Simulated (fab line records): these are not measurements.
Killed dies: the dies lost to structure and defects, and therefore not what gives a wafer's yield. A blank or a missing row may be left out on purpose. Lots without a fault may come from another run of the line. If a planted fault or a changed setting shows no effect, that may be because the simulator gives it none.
The tool behind it: which one? ; flow rit cmos ; 15 lots with 45 wafers sampled at 2 steps, on a route of 202 steps

## WHAT THE GAUGES READ, wafer by wafer
RIT_SPACER_THK_MEAS_04.
lot;measured;on;SPACER_NITRIDE_THK (nm)
L912;day 3 01:26;film metro-02;252.9 254.0 252.6
L913;day 3 07:28;film metro-01;251.5 251.8 251.3
L914;day 3 09:22;film metro-01;251.2 251.4 248.3
L915;day 3 13:32;film metro-04;251.4 252.6 252.3
L916;day 3 20:52;film metro-01;250.7 250.0 248.6
L917;day 4 03:29;film metro-02;250.8 251.2 252.0
L918;day 4 05:38;film metro-02;248.1 248.8 247.5
L919;day 4 14:47;film metro-02;250.7 248.9 248.7
L921;day 5 04:46;film metro-04;499.4 499.4 498.8
L922;day 5 07:14;film metro-02;250.4 248.8 250.4
L923;day 5 11:58;film metro-02;502.4 503.2 502.2
L925;day 5 19:54;film metro-02;248.9 249.9 248.2
L928;day 6 11:55;film metro-04;503.1 499.0 499.4
L933;day 7 10:22;film metro-04;251.8 252.0 250.7
L935;day 7 21:26;film metro-01;251.8 252.9 251.1

## TOOL THAT RAN EACH LOT (tool first, then ch and the chambers of the sampled wafers, then the start)
lot;RIT_SPACER_CVD_03
L912;lpcvd-01 ch 0, day 2 23:31
L913;lpcvd-01 ch 0, day 3 05:32
L914;lpcvd-01 ch 1, day 3 07:27
L915;lpcvd-01 ch 1, day 3 11:37
L916;lpcvd-02 ch 1, day 3 18:57
L917;lpcvd-01 ch 0, day 4 01:34
L918;lpcvd-01 ch 1, day 4 03:44
L919;lpcvd-01 ch 0, day 4 12:51
L921;lpcvd-02 ch 0, day 5 00:07 and lpcvd-01 ch 0, day 5 02:51
L922;lpcvd-01 ch 0, day 5 05:19
L923;lpcvd-02 ch 0, day 5 07:58
L925;lpcvd-02 ch 1, day 5 17:58
L928;lpcvd-02 ch 0, day 6 06:00
L933;lpcvd-01 ch 1, day 7 08:26
L935;lpcvd-01 ch 1, day 7 19:31
- RIT_SPACER_CVD_03: deposits Si3N4 from SiH2Cl2/NH3, target thk 250 nm, time 3300 s.

## AS READ BY THE TOOLS THEMSELVES (means over the sampled wafers that have a number; for cases with no such wafer, the mark the record gives instead)
The record holds no such reading with a usual standard deviation.

## THE ANSWER, worked out from the rows above alone
Rule: what is usual is taken from the lots themselves. The widest of any qualifying gaps counts: lots, ordered by their means at a reading, are off when they make up no more than a third of the lots, leave a main group of 4 or more, and stand apart from it by 3 or more times the standard deviation of that group's means. A main group is skipped when, at the precision printed for the reading in the tables above, its means are all equal. A lot without any number at a reading at which 4 lots or more have one is off too. Any other lot the step has rows for is counted as sound. Order of review: gauges by route order, followed by the tools' own readings, for which a lot's mean as printed above is used. At the first step where some lot is off, the reading lying furthest off is the one used; lots without a number count as furthest.
Off: L921, L923, L928, seen at RIT_SPACER_THK_MEAS_04 (SPACER_NITRIDE_THK). The main group: mean 250.7 nm, standard deviation 1.4.
If a tool, at a process step before that reading, ran all the lots that are off and no sound lot after the first of them, it fits. Gauges at RIT_SPACER_THK_MEAS_04: tried the same way as those tools. Of those tried, none fits.

## WHAT THE SIMULATOR HAD INSERTED
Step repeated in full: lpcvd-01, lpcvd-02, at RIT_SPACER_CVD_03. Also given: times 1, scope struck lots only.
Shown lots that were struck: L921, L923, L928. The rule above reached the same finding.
